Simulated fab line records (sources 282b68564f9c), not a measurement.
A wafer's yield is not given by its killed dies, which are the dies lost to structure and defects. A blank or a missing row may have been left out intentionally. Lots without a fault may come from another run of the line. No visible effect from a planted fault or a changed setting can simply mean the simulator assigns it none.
fab line records	flow rit_cmos
record lots=5	wafers=15	last_day=7
route steps=202 shown CONTACT@171 M1@184
lots with no fault: from the same line, run without faults
start_h: hours from the record's first day to the start of the lot's first wafer shown	wait_h: how many hours have passed since the lot's step before this one	" unchanged from the row above	L1.1+2: one row covering several wafers at once	- no value present, or no start provided	* or withheld: withheld	< > ~ a bound
route shown NAME@n: NAME is a module with steps in the file, n the number in the route of the first one	usual: mean/standard deviation taken from wafers without a fault	same: alike in all rows	chamber/n: place in a boat	sites: each site's reading	_std_site: the values' standard deviation	_edge_site: the outer-site mean with the inner-site mean subtracted	radius_mm: how far each site lies from the wafer's centre	mask NAME#n: copy n	behind: the tool/chamber that last shaped the wafer	hold: reason for holding the lot/hours on hold/outcome of the hold	device: names the non-switching transistor (n, p or np)	end of line: tests of these same wafers at the route's end	a step without rows: its recipe alone	killed: not the wafer's yield, but the dies lost to structure and defects at the first sort	map: dies across one wafer; x = killed, . = not, _ = none there
set.NAME: the run value of the setting; set.NAME@STEP: its run value at that earlier step	model.NAME: the simulator's own value behind a step, which no gauge read
a table for each step, a row for each wafer; lots at some steps of the route
services: a tool's chamber out of use, with start hour (start_h, from the record's first day; less than 0 if before it), hours out, and reason
## steps
# step RIT_CONTACT_COAT_03
# recipe resist=NOVOLAK	spin_rpm=3250	resist_thk_nm=1000
lot.wafer	tool	chamber	start_h	wait_h
L078.3+4+5	litho_track-02	0	71.58	0.1
L079.2+4+5	litho_track-01	0	76.82	0.1
L082.1+2+5	litho_track-02	0	91.57	0.1
L084.2+3+5	litho_track-02	0	103.27	0.1
L097.1+3+6	litho_track-01	0	165.28	0.1
# step RIT_CONTACT_SOFTBAKE_04
# recipe resist=NOVOLAK	temp_c=90	time_s=60
lot.wafer	tool	chamber	start_h	wait_h
L078.3+4+5	litho_track-02	0	71.73	0.1
L079.2+4+5	litho_track-01	0	76.97	0.1
L082.1+2+5	litho_track-02	0	91.72	0.1
L084.2+3+5	litho_track-02	0	103.42	0.1
L097.1+3+6	litho_track-01	0	165.43	0.1
# step RIT_CONTACT_EXPOSE_05
# recipe mask_id=M11	na=0.6	source_shape=conventional	sigma_outer=0.5	target_cd_nm=1000	dose_mj=250
# same na=0.6
lot.wafer	tool	chamber	start_h	wait_h	mask
L078.3+4+5	iline_stepper-02	0	71.99	0.2	M11#0
L079.2+4+5	iline_stepper-01	0	77.24	0.2	M11#0
L082.1+2+5	iline_stepper-02	0	91.99	0.2	M11#0
L084.2+3+5	iline_stepper-02	0	103.69	0.2	M11#0
L097.1+3+6	iline_stepper-01	0	165.58	0.1	M11#0
# step RIT_CONTACT_PEB_06
# recipe resist=NOVOLAK	temp_c=withheld	time_s=withheld
lot.wafer	tool	chamber	start_h	wait_h
L078.3+4+5	litho_track-02	0	72.12	0.1
L079.2+4+5	litho_track-02	0	77.36	0.1
L082.1+2+5	litho_track-01	0	92.11	0.1
L084.2+3+5	litho_track-01	0	103.81	0.1
L097.1+3+6	litho_track-01	0	165.69	0.1
# step RIT_CONTACT_DEVELOP_07
# recipe resist=NOVOLAK	develop_time_s=120	dev_temp_c=23
# same develop_time_s=120
lot.wafer	tool	chamber	start_h	wait_h
L078.3+4+5	litho_track-02	0	-	-
L079.2+4+5	litho_track-02	0	-	-
L082.1+2+5	litho_track-01	0	-	-
L084.2+3+5	litho_track-01	0	-	-
L097.1+3+6	litho_track-01	0	-	-
# step RIT_CONTACT_CD_MEAS_08
# recipe target_cd_nm=1000
# usual cd_nm=999.8/2.5
lot.wafer	tool	chamber	start_h	wait_h	cd_nm
L078.3	cd_sem-02	-	72.51	-	998.8
L078.4	"	-	"	"	997.1
L078.5	"	-	"	"	996.7
L079.2	cd_sem-01	-	77.75	-	997.2
L079.4	"	-	"	"	998.5
L079.5	"	-	"	"	997.2
L082.1	cd_sem-02	-	92.51	-	999.3
L082.2	"	-	"	"	997.7
L082.5	"	-	"	"	998.5
L084.2	cd_sem-01	-	104.21	-	997.2
L084.3	"	-	"	"	1000.6
L084.5	"	-	"	"	1001.6
L097.1	cd_sem-01	-	166.09	-	1004.5
L097.3	"	-	"	"	1003.5
L097.6	"	-	"	"	1001.7
# step RIT_CONTACT_OVL_MEAS_09
# usual CONTACT_OVL=-1.7/1.3
lot.wafer	tool	chamber	start_h	wait_h	CONTACT_OVL[nm]
L078.3	overlay-02	-	72.60	0.1	-2.1
L078.4	"	-	"	"	-2.4
L078.5	"	-	"	"	-2.8
L079.2	overlay-01	-	77.86	0.1	-1.1
L079.4	"	-	"	"	-2.8
L079.5	"	-	"	"	-3.5
L082.1	overlay-02	-	92.63	0.1	-1.9
L082.2	"	-	"	"	-2.4
L082.5	"	-	"	"	-2.0
L084.2	overlay-02	-	104.31	0.1	-2.8
L084.3	"	-	"	"	-1.1
L084.5	"	-	"	"	-0.4
L097.1	overlay-02	-	166.21	0.1	-3.2
L097.3	"	-	"	"	0.2
L097.6	"	-	"	"	-1.4
# step RIT_CONTACT_HARDBAKE_10
# recipe resist=NOVOLAK	temp_c=140	time_s=60
lot.wafer	tool	chamber	start_h	wait_h
L078.3+4+5	litho_track-04	0	72.67	0.1
L079.2+4+5	litho_track-04	0	77.91	0.0
L082.1+2+5	litho_track-01	0	92.67	0.0
L084.2+3+5	litho_track-04	0	104.37	0.0
L097.1+3+6	litho_track-02	0	166.25	0.0
# step RIT_CONTACT_ETCH_11
# recipe target_depth_a=4800	over_etch_frac=0.2	stop_on=TiSi2	chemistry=CHF3/CF4/Ar	target=SiO2	CHF3_flow_sccm=50	cf4_flow_sccm=10	Ar_flow_sccm=100	O2_flow_sccm=5	pressure_mtorr=100	rf_w=200	time_s=320
# usual drypump_motor_current_A=5.7/0.5	oes_product_au=0.998/0.017	rf_fwd_power_W=199.6/0.65	throttle_valve_pct=8.87/0.097
# same over_etch_frac=0.2
lot.wafer	tool	chamber	start_h	wait_h	drypump_motor_current_A	oes_product_au	rf_fwd_power_W	rf_hours_counter_h	throttle_valve_pct
L078.3	rie_diel-02	3	72.77	0.1	6.3	0.976	199.8	163	9.02
L078.4	"	0	"	"	5.3	0.993	199.0	30	8.92
L078.5	"	2	"	"	6.4	1.011	199.6	-	8.76
L079.2	rie_diel-04	1	78.04	0.1	4.7	0.991	199.4	19	9.00
L079.4	"	2	"	"	6.0	0.977	199.6	84	8.90
L079.5	"	1	"	"	4.8	0.995	199.2	-	8.98
L082.1	rie_diel-04	3	92.82	0.1	5.8	1.019	200.2	125	8.94
L082.2	"	2	"	"	6.0	0.977	199.2	84	8.90
L082.5	"	1	"	"	4.8	0.994	199.3	-	9.00
L084.2	rie_diel-02	0	104.49	0.1	5.3	0.988	199.6	31	8.92
L084.3	"	1	"	"	5.7	1.026	200.9	141	8.83
L084.5	"	0	"	"	5.3	0.988	201.0	-	8.92
L097.1	rie_diel-02	3	166.40	0.1	6.4	0.993	200.9	1	9.02
L097.3	"	2	"	"	6.4	1.016	199.3	39	8.76
L097.6	"	1	"	"	5.7	1.018	200.0	-	8.83
# step RIT_CONTACT_STRIP_12
# recipe chemistry=O2	time_s=180	resist=NOVOLAK	platen_temp_c=withheld	power_w=500	pressure_mtorr=4000	o2_flow_sccm=4000
# usual drypump_motor_current_A=6.08/0.25	rf_refl_power_W=7.8/0.73
lot.wafer	tool	chamber	start_h	wait_h	drypump_motor_current_A	rf_hours_counter_h	rf_refl_power_W
L078.3	plasma_asher-03	0	73.03	0.2	6.33	-	8.2
L078.4	"	1	"	"	5.78	-	8.0
L078.5	"	1	"	"	5.77	-	8.0
L079.2	plasma_asher-03	0	78.23	0.1	6.34	47	7.9
L079.4	"	1	"	"	5.76	-	8.0
L079.5	"	0	"	"	6.36	-	8.1
L082.1	plasma_asher-01	1	93.01	0.1	6.01	44	7.0
L082.2	"	0	"	"	6.12	44	8.4
L082.5	"	1	"	"	6.01	-	6.7
L084.2	plasma_asher-03	0	104.69	0.1	6.34	50	8.1
L084.3	"	0	"	"	6.36	-	8.3
L084.5	"	1	"	"	5.77	-	8.2
L097.1	plasma_asher-01	1	166.59	0.1	6.02	51	6.6
L097.3	"	1	"	"	6.03	-	6.7
L097.6	"	0	"	"	6.11	-	8.1
# step RIT_CONTACT_CD_MEAS_90
# recipe target_cd_nm=1000
# usual cd_nm=999.6/2.4
lot.wafer	tool	chamber	start_h	wait_h	cd_nm
L078.3	cd_sem-02	-	73.18	0.1	998.4
L078.4	"	-	"	"	997.7
L078.5	"	-	"	"	997.2
L079.2	cd_sem-01	-	78.43	0.1	997.1
L079.4	"	-	"	"	998.5
L079.5	"	-	"	"	997.1
L082.1	cd_sem-01	-	93.19	0.1	999.0
L082.2	"	-	"	"	997.6
L082.5	"	-	"	"	998.3
L084.2	cd_sem-01	-	104.88	0.1	997.3
L084.3	"	-	"	"	1000.2
L084.5	"	-	"	"	1001.3
L097.1	cd_sem-01	-	166.77	0.1	1003.3
L097.3	"	-	"	"	1002.8
L097.6	"	-	"	"	1001.5
# step RIT_CONTACT_CLEAN_13
# recipe chemistry=SC1	mix=3:3:50	time_s=600	temp_c=75
lot.wafer	tool	chamber	start_h	wait_h
L078.3+4+5	wet_bench-04	0	73.26	0.1
L079.2+4+5	wet_bench-02	3	78.53	0.1
L082.1+2+5	wet_bench-02	1	93.31	0.1
L084.2+3+5	wet_bench-02	1	104.98	0.1
L097.1+3+6	wet_bench-04	1	166.89	0.1
# step RIT_CONTACT_CLEAN_14
# recipe chemistry=SC2	mix=3:3:50	time_s=600	temp_c=75	dry=n2_spin
lot.wafer	tool	chamber	start_h	wait_h
L078.3+4+5	wet_bench-04	2	73.45	0.0
L079.2+4+5	wet_bench-01	3	78.72	0.0
L082.1+2+5	wet_bench-01	0	93.50	0.0
L084.2+3+5	wet_bench-04	3	105.17	0.0
L097.1+3+6	wet_bench-01	1	167.06	0.0
# step RIT_M1_SPUTTER_00
# recipe material=Al	target_thk_nm=400	power_w=2000	chamber_pressure_pa=0.4	gas=Ar	time_s=500	substrate_temp_c=25
# usual substrate_temp_c=25.02/0.11	throttle_valve_pct=30.0/1.1
lot.wafer	tool	chamber	start_h	wait_h	substrate_temp_c	throttle_valve_pct
L078.3	pvd_sputter-03	-	73.64	0.0	25.03	32.4
L078.4	"	-	"	"	24.91	29.5
L078.5	"	-	"	"	25.05	29.6
L079.2	pvd_sputter-02	-	78.89	0.0	25.06	28.8
L079.4	"	-	"	"	25.01	32.0
L079.5	"	-	"	"	25.20	30.3
L082.1	pvd_sputter-01	-	93.71	0.0	24.90	29.7
L082.2	"	-	"	"	24.91	30.6
L082.5	"	-	"	"	25.08	29.6
L084.2	pvd_sputter-01	-	105.36	0.0	25.00	29.8
L084.3	"	-	"	"	25.08	30.4
L084.5	"	-	"	"	25.08	29.8
L097.1	pvd_sputter-02	-	167.26	0.0	24.88	29.3
L097.3	"	-	"	"	24.97	28.8
L097.6	"	-	"	"	25.02	31.9
# step RIT_M1_RS_MEAS_01
# recipe thk_meas_gauge=four-point-probe	reads=Al_of_M1_SPUTTER_00
# usual M1_AL_RS=0.0732/0.00083
lot.wafer	tool	chamber	start_h	wait_h	M1_AL_RS[ohm/sq]
L078.3	film_metro-03	-	73.98	0.2	0.0717
L078.4	"	-	"	"	0.0724
L078.5	"	-	"	"	0.0725
L079.2	film_metro-02	-	79.21	0.2	0.0731
L079.4	"	-	"	"	0.0740
L079.5	"	-	"	"	0.0731
L082.1	film_metro-01	-	94.00	0.1	0.0739
L082.2	"	-	"	"	0.0749
L082.5	"	-	"	"	0.0737
L084.2	film_metro-02	-	105.68	0.2	0.0739
L084.3	"	-	"	"	0.0727
L084.5	"	-	"	"	0.0735
L097.1	film_metro-01	-	167.55	0.1	0.0731
L097.3	"	-	"	"	0.0733
L097.6	"	-	"	"	0.0734
# step RIT_M1_THK_MEAS_02
# recipe thk_meas_gauge=xrf	reads=Al_of_M1_SPUTTER_00
# usual M1_AL_THK=400/5.1
lot.wafer	tool	chamber	start_h	wait_h	M1_AL_THK[nm]
L078.3	film_metro-03	-	74.08	0.1	405
L078.4	"	-	"	"	401
L078.5	"	-	"	"	401
L079.2	film_metro-02	-	79.32	0.1	400
L079.4	"	-	"	"	397
L079.5	"	-	"	"	401
L082.1	film_metro-01	-	94.12	0.1	392
L082.2	"	-	"	"	387
L082.5	"	-	"	"	394
L084.2	film_metro-02	-	105.79	0.1	397
L084.3	"	-	"	"	404
L084.5	"	-	"	"	397
L097.1	film_metro-01	-	167.67	0.1	400
L097.3	"	-	"	"	400
L097.6	"	-	"	"	402
# step RIT_M1_HMDS_03
# recipe prime_time_s=60	prime_temp_c=140
lot.wafer	tool	chamber	start_h	wait_h
L078.3+4+5	litho_track-03	0	74.17	0.1
L079.2+4+5	litho_track-02	0	79.39	0.1
L082.1+2+5	litho_track-03	0	94.18	0.1
L084.2+3+5	litho_track-02	0	106.01	0.2
L097.1+3+6	litho_track-02	0	167.73	0.1
# step RIT_M1_COAT_04
# recipe resist=NOVOLAK	spin_rpm=2000	resist_thk_nm=1300
lot.wafer	tool	chamber	start_h	wait_h
L078.3+4+5	litho_track-03	0	74.32	0.1
L079.2+4+5	litho_track-02	0	79.54	0.1
L082.1+2+5	litho_track-03	0	94.33	0.1
L084.2+3+5	litho_track-02	0	106.16	0.1
L097.1+3+6	litho_track-02	0	167.88	0.1
# step RIT_M1_SOFTBAKE_05
# recipe resist=NOVOLAK	temp_c=90	time_s=60
lot.wafer	tool	chamber	start_h	wait_h
L078.3+4+5	litho_track-03	0	74.47	0.1
L079.2+4+5	litho_track-02	0	79.69	0.1
L082.1+2+5	litho_track-03	0	94.48	0.1
L084.2+3+5	litho_track-02	0	106.31	0.1
L097.1+3+6	litho_track-02	0	168.03	0.1
# step RIT_M1_EXPOSE_06
# recipe mask_id=M12	na=0.6	source_shape=conventional	sigma_outer=0.5	target_cd_nm=2600	dose_mj=250
# same na=0.6
lot.wafer	tool	chamber	start_h	wait_h	mask
L078.3+4+5	iline_stepper-01	0	74.61	0.1	M12#0
L079.2+4+5	iline_stepper-01	0	79.84	0.1	M12#0
L082.1+2+5	iline_stepper-01	0	94.75	0.2	M12#0
L084.2+3+5	iline_stepper-02	0	106.46	0.1	M12#0
L097.1+3+6	iline_stepper-02	0	168.30	0.2	M12#0
# step RIT_M1_PEB_07
# recipe resist=NOVOLAK	temp_c=withheld	time_s=withheld
lot.wafer	tool	chamber	start_h	wait_h
L078.3+4+5	litho_track-02	0	74.74	0.1
L079.2+4+5	litho_track-02	0	79.96	0.1
L082.1+2+5	litho_track-02	0	94.87	0.1
L084.2+3+5	litho_track-03	0	106.58	0.1
L097.1+3+6	litho_track-01	0	168.42	0.1
# step RIT_M1_DEVELOP_08
# recipe resist=NOVOLAK	develop_time_s=68	dev_temp_c=23
# same develop_time_s=68
lot.wafer	tool	chamber	start_h	wait_h
L078.3+4+5	litho_track-02	0	-	-
L079.2+4+5	litho_track-02	0	-	-
L082.1+2+5	litho_track-02	0	-	-
L084.2+3+5	litho_track-03	0	-	-
L097.1+3+6	litho_track-01	0	-	-
# step RIT_M1_CD_MEAS_09
# recipe target_cd_nm=2600
# usual cd_nm=2600.3/2
lot.wafer	tool	chamber	start_h	wait_h	cd_nm
L078.3	cd_sem-01	-	75.04	-	2596.0
L078.4	"	-	"	"	2600.5
L078.5	"	-	"	"	2599.7
L079.2	cd_sem-02	-	80.27	-	2598.3
L079.4	"	-	"	"	2598.4
L079.5	"	-	"	"	2598.9
L082.1	cd_sem-02	-	95.18	-	2599.8
L082.2	"	-	"	"	2600.7
L082.5	"	-	"	"	2600.0
L084.2	cd_sem-01	-	106.89	-	2601.0
L084.3	"	-	"	"	2602.5
L084.5	"	-	"	"	2603.1
L097.1	cd_sem-02	-	168.73	-	2601.0
L097.3	"	-	"	"	2600.4
L097.6	"	-	"	"	2599.7
# step RIT_M1_OVL_MEAS_10
# usual M1_OVL=0.1/1.1
lot.wafer	tool	chamber	start_h	wait_h	M1_OVL[nm]
L078.3	overlay-01	-	75.13	0.1	-0.1
L078.4	"	-	"	"	0.5
L078.5	"	-	"	"	0.5
L079.2	overlay-02	-	80.37	0.1	0.6
L079.4	"	-	"	"	-0.6
L079.5	"	-	"	"	-2.6
L082.1	overlay-01	-	95.30	0.1	2.2
L082.2	"	-	"	"	0.7
L082.5	"	-	"	"	2.4
L084.2	overlay-01	-	106.99	0.1	0.1
L084.3	"	-	"	"	-1.5
L084.5	"	-	"	"	-0.4
L097.1	overlay-02	-	168.85	0.1	-0.3
L097.3	"	-	"	"	-0.4
L097.6	"	-	"	"	0.3
# step RIT_M1_HARDBAKE_11
# recipe resist=NOVOLAK	temp_c=140	time_s=120
lot.wafer	tool	chamber	start_h	wait_h
L078.3+4+5	litho_track-03	0	75.24	0.1
L079.2+4+5	litho_track-01	0	80.45	0.1
L082.1+2+5	litho_track-03	0	95.49	0.2
L084.2+3+5	litho_track-03	0	107.07	0.1
L097.1+3+6	litho_track-01	0	168.89	0.0
# step RIT_M1_METAL_ETCH_12
# recipe stop_on=SiO2	chemistry=Cl2/BCl3	target=Al	time_s=165	over_etch_frac=0.5	pressure_mtorr=100	target_depth_a=6000	rf_w=250	Cl2_flow_sccm=60	bcl3_flow_sccm=50
# usual drypump_motor_current_A=5.97/0.21	mfc_cl2_sccm=60.00/0.18	oes_product_au=0.776/0.013	rf_fwd_power_W=249.2/0.74	throttle_valve_pct=8.26/0.088
# same over_etch_frac=0.5
lot.wafer	tool	chamber	start_h	wait_h	drypump_motor_current_A	mfc_cl2_sccm	oes_product_au	rf_fwd_power_W	rf_hours_counter_h	throttle_valve_pct
L078.3	rie_metal-03	1	75.46	0.2	5.99	60.14	0.793	249.4	-	8.27
L078.4	"	0	"	"	5.86	60.19	0.787	248.8	-	8.09
L078.5	"	0	"	"	5.88	60.09	0.797	248.5	-	8.07
L079.2	rie_metal-01	0	80.65	0.2	6.01	60.07	0.765	249.3	4	8.27
L079.4	"	0	"	"	6.02	59.88	0.760	250.3	-	8.26
L079.5	"	0	"	"	6.01	60.34	0.764	249.3	-	8.27
L082.1	rie_metal-01	0	95.74	0.2	6.02	59.83	0.764	250.0	4	8.25
L082.2	"	1	"	"	5.56	59.92	0.767	251.2	4	8.38
L082.5	"	1	"	"	5.57	59.89	0.757	249.9	-	8.39
L084.2	rie_metal-03	1	107.27	0.2	6.08	59.82	0.784	248.4	2	8.26
L084.3	"	0	"	"	5.87	59.96	0.786	249.0	-	8.08
L084.5	"	0	"	"	5.86	60.11	0.788	248.4	-	8.09
L097.1	rie_metal-02	1	169.14	0.2	6.12	60.17	0.787	250.1	0	8.31
L097.3	"	1	"	"	6.12	60.14	0.782	249.9	-	8.31
L097.6	"	1	"	"	6.11	60.21	0.777	249.7	-	8.33
# step RIT_M1_STRIP_13
# recipe chemistry=nmp	resist=NOVOLAK	temp_c=80	time_s=600	dry=n2_spin
lot.wafer	tool	chamber	start_h	wait_h
L078.3+4+5	wet_bench-03	2	75.57	0.1
L079.2+4+5	wet_bench-03	2	80.82	0.1
L082.1+2+5	wet_bench-03	3	95.90	0.1
L084.2+3+5	wet_bench-03	0	107.44	0.1
L097.1+3+6	wet_bench-03	1	169.30	0.1
# step RIT_M1_STRIP_14
# recipe chemistry=O2	time_s=180	platen_temp_c=withheld	power_w=500	pressure_mtorr=4000	o2_flow_sccm=4000
# usual drypump_motor_current_A=6.0/0.71	rf_refl_power_W=6.8/1.2
lot.wafer	tool	chamber	start_h	wait_h	drypump_motor_current_A	rf_hours_counter_h	rf_refl_power_W
L078.3	plasma_asher-04	1	75.80	0.1	6.6	-	6.0
L078.4	"	0	"	"	5.9	-	8.5
L078.5	"	1	"	"	6.6	-	5.8
L079.2	plasma_asher-03	0	80.99	0.0	6.3	47	8.0
L079.4	"	1	"	"	5.8	-	8.1
L079.5	"	0	"	"	6.3	-	8.1
L082.1	plasma_asher-04	1	96.08	0.0	6.6	29	5.8
L082.2	"	0	"	"	5.9	29	8.3
L082.5	"	0	"	"	5.9	-	8.0
L084.2	plasma_asher-04	0	107.61	0.0	5.9	30	8.0
L084.3	"	0	"	"	5.9	-	8.0
L084.5	"	1	"	"	6.6	-	5.9
L097.1	plasma_asher-02	1	169.49	0.0	4.9	50	7.5
L097.3	"	1	"	"	4.9	-	7.2
L097.6	"	0	"	"	6.8	-	5.3
# step RIT_M1_CD_MEAS_90
# recipe target_cd_nm=2600
# usual cd_nm=2600.1/2.6
lot.wafer	tool	chamber	start_h	wait_h	cd_nm
L078.3	cd_sem-01	-	75.96	0.1	2596.8
L078.4	"	-	"	"	2599.0
L078.5	"	-	"	"	2599.5
L079.2	cd_sem-01	-	81.19	0.1	2597.9
L079.4	"	-	"	"	2598.1
L079.5	"	-	"	"	2599.1
L082.1	cd_sem-01	-	96.25	0.1	2598.4
L082.2	"	-	"	"	2601.9
L082.5	"	-	"	"	2600.9
L084.2	cd_sem-01	-	107.81	0.1	2600.4
L084.3	"	-	"	"	2601.0
L084.5	"	-	"	"	2599.8
L097.1	cd_sem-02	-	169.67	0.1	2604.0
L097.3	"	-	"	"	2601.9
L097.6	"	-	"	"	2602.3
# step RIT_M1_ANNEAL_15
# recipe temp_c=450	time_s=1800	ambient=forming_gas_H2N2
# usual spike_tc_centre_C=452.6/1.2	spike_tc_source_C=465.4/2.8
lot.wafer	tool	chamber	start_h	wait_h	spike_tc_centre_C	spike_tc_source_C
L078.3	-	-	76.04	0.1	452.6	468.7
L078.4	"	-	"	"	452.2	467.6
L078.5	"	-	"	"	454.6	468.9
L079.2	-	-	81.29	0.1	455.1	466.2
L079.4	"	-	"	"	454.0	467.1
L079.5	"	-	"	"	452.9	466.8
L082.1	-	-	97.05	0.8	451.4	463.3
L082.2	"	-	"	"	451.7	463.1
L082.5	"	-	"	"	450.4	461.5
L084.2	-	-	108.37	0.5	451.2	462.1
L084.3	"	-	"	"	452.2	462.9
L084.5	"	-	"	"	451.8	463.3
L097.1	-	-	169.79	0.1	453.9	467.6
L097.3	"	-	"	"	454.0	465.7
L097.6	"	-	"	"	453.2	467.9
# step RIT_M1_BOW_MEAS_16
# recipe mode=bow
# usual M1_BOW=17/6.2
lot.wafer	tool	chamber	start_h	wait_h	M1_BOW[um]
L078.3	film_metro-03	-	77.58	0.0	16
L078.4	"	-	"	"	12
L078.5	"	-	"	"	11
L079.2	film_metro-02	-	82.81	0.0	12
L079.4	"	-	"	"	21
L079.5	"	-	"	"	18
L082.1	film_metro-03	-	98.55	0.0	22
L082.2	"	-	"	"	21
L082.5	"	-	"	"	18
L084.2	film_metro-02	-	109.89	0.0	11
L084.3	"	-	"	"	21
L084.5	"	-	"	"	10
L097.1	film_metro-01	-	171.29	0.0	15
L097.3	"	-	"	"	20
L097.6	"	-	"	"	20
# step RIT_M1_PROBE_99
# usual defect_limited_yield=97.5/1.1	killed_at_contacts=0.1/0.28	killed_at_front_end=6.5/3	killed_dies=7/3	killed_open=3.2/2	killed_short=3.2/1.9	sort_bin_3_pad_short=0.1/0.2	sort_bin_5_function=1.4/0.81	sort_bin_6_memory=1.0/0.67	sort_n_pass=257/3	sort_yield_pct=97.5/1.1
# same gross_dies=264	killed_at_M0_to_M3=0	killed_at_M4_up=0	killed_at_back_side=0	killed_at_other=0
lot.wafer	tool	chamber	start_h	wait_h	defect_limited_yield[%]	killed_at_contacts	killed_at_front_end	killed_dies	killed_open	killed_short	sort_bin_3_pad_short[%]	sort_bin_5_function[%]	sort_bin_6_memory[%]	sort_n_pass	sort_yield_pct[%]
L078.3	prober-01	-	77.76	0.2	98.9	0	3	3	3	0	0	0.8	0.4	261	98.9
L078.4	prober-01	-	77.81	0.2	94.3	0	15	15	9	6	0	4.2	1.5	249	94.3
L078.5	prober-01	-	77.86	0.2	97.3	0	7	7	3	4	0	1.9	0.8	257	97.3
L079.2	prober-02	-	82.96	0.1	98.5	0	4	4	1	3	0	0.8	0.8	260	98.5
L079.4	prober-02	-	83.06	0.2	97.7	0	6	6	2	4	0	0.4	1.9	258	97.7
L079.5	prober-02	-	83.11	0.2	98.1	0	5	5	2	3	0.4	1.1	0.4	259	98.1
L082.1	prober-01	-	98.67	0.1	97.0	0	8	8	4	4	0.4	1.5	1.1	256	97.0
L082.2	prober-01	-	98.72	0.1	97.3	0	7	7	5	2	0	1.1	1.5	257	97.3
L082.5	prober-01	-	98.87	0.2	97.3	0	7	7	5	2	0	1.1	1.5	257	97.3
L084.2	prober-01	-	110.04	0.1	98.5	0	4	4	3	1	0	1.1	0.4	260	98.5
L084.3	prober-01	-	110.09	0.2	97.0	1	7	8	4	4	0.4	2.3	0.4	256	97.0
L084.5	prober-01	-	110.19	0.2	98.9	1	2	3	2	1	0	0.8	0.4	261	98.9
L097.1	prober-02	-	171.41	0.1	97.7	0	6	6	4	2	0	1.1	1.1	258	97.7
L097.3	prober-02	-	171.51	0.2	94.7	0	14	14	10	4	0	2.7	2.7	250	94.7
L097.6	prober-02	-	171.66	0.2	98.5	0	4	4	3	1	0	0.4	1.1	260	98.5
# killed by level:class
L078.3 GATE:geometric_particle:open=1 REOX:geometric_particle:open=1 SPACER:geometric_particle:open=1
L078.4 GATE:geometric_particle:open=4 REOX:geometric_particle:open=3 GATE:geometric_particle:short=2 SILICIDE:geometric_particle:open=2 FOX1:geometric_particle:short=1 REOX:geometric_particle:short=1 SPACER:geometric_particle:short=1 SILICIDE:geometric_particle:short=1
L078.5 FOX1:geometric_particle:short=1 GATE:geometric_particle:short=1 GATE:geometric_particle:open=1 REOX:geometric_particle:short=1 REOX:geometric_particle:open=1 SILICIDE:geometric_particle:open=1 SILICIDE:geometric_particle:short=1
L079.2 FOX2:geometric_particle:short=1 GATE:geometric_particle:open=1 GATE:geometric_particle:short=1 SILICIDE:geometric_particle:short=1
L079.4 GATE:geometric_particle:short=3 FOX1:geometric_particle:open=1 GATE:geometric_particle:open=1 REOX:geometric_particle:short=1
L079.5 GATE:geometric_particle:short=2 FOX1:geometric_particle:open=1 GATE:geometric_particle:open=1 SILICIDE:geometric_particle:short=1
L082.1 GATE:geometric_particle:open=3 GATE:geometric_particle:short=3 FOX2:geometric_particle:open=1 SILICIDE:geometric_particle:short=1
L082.2 GATE:geometric_particle:short=2 GATE:geometric_particle:open=2 SPACER:geometric_particle:open=2 FOX1:geometric_particle:open=1
L082.5 REOX:geometric_particle:open=2 FOX1:geometric_particle:open=1 GATE:geometric_particle:open=1 REOX:geometric_particle:short=1 SILICIDE:geometric_particle:open=1 SILICIDE:geometric_particle:short=1
L084.2 GATE:geometric_particle:open=2 FOX1:geometric_particle:open=1 REOX:geometric_particle:short=1
L084.3 FOX1:geometric_particle:short=2 GATE:geometric_particle:open=2 FOX1:geometric_particle:open=1 GATE:geometric_particle:short=1 REOX:geometric_particle:short=1 CONTACT:geometric_particle:open=1
L084.5 FOX1:geometric_particle:open=2 CONTACT:geometric_particle:short=1
L097.1 GATE:geometric_particle:open=3 GATE:geometric_particle:short=2 FOX2:geometric_particle:open=1
L097.3 REOX:geometric_particle:open=4 FOX2:geometric_particle:open=3 FOX1:geometric_particle:short=2 GATE:geometric_particle:open=2 GATE:geometric_particle:short=2 SPACER:geometric_particle:open=1
L097.6 GATE:geometric_particle:open=2 GATE:geometric_particle:short=1 SPACER:geometric_particle:open=1
## services
tool	chamber	start_h	hours	kind
plasma_asher-02	-	50.39	3.1	repair
rie_metal-02	-	53.90	2.8	pm
pvd_sputter-03	-	59.24	2.6	repair
rie_diel-04	0	64.57	2.4	repair
wet_bench-02	-	64.77	3.3	repair
rie_metal-03	-	71.56	2.8	pm
rie_metal-01	-	76.26	2.8	pm
plasma_asher-04	-	78.37	17.6	repair
rie_metal-02	-	91.53	0.3	repair
iline_stepper-01	-	96.65	3.8	repair
rie_metal-01	1	101.72	7.3	repair
plasma_asher-03	-	108.75	9.0	pm
plasma_asher-02	-	111.69	0.8	repair
pvd_sputter-02	-	114.71	4.2	repair
rie_metal-01	1	115.87	1.9	repair
plasma_asher-01	-	122.12	4.2	pm
furnace-04	-	134.50	3.5	pm
rie_metal-02	-	136.12	20.0	pm
rie_metal-02	1	140.24	13.1	repair
iline_stepper-01	-	146.52	1.7	pm
wet_bench-04	-	156.92	2.9	repair
furnace-03	-	158.05	5.4	pm
plasma_asher-04	-	160.67	3.1	repair
rie_metal-03	-	163.39	2.4	repair
## key
fault none
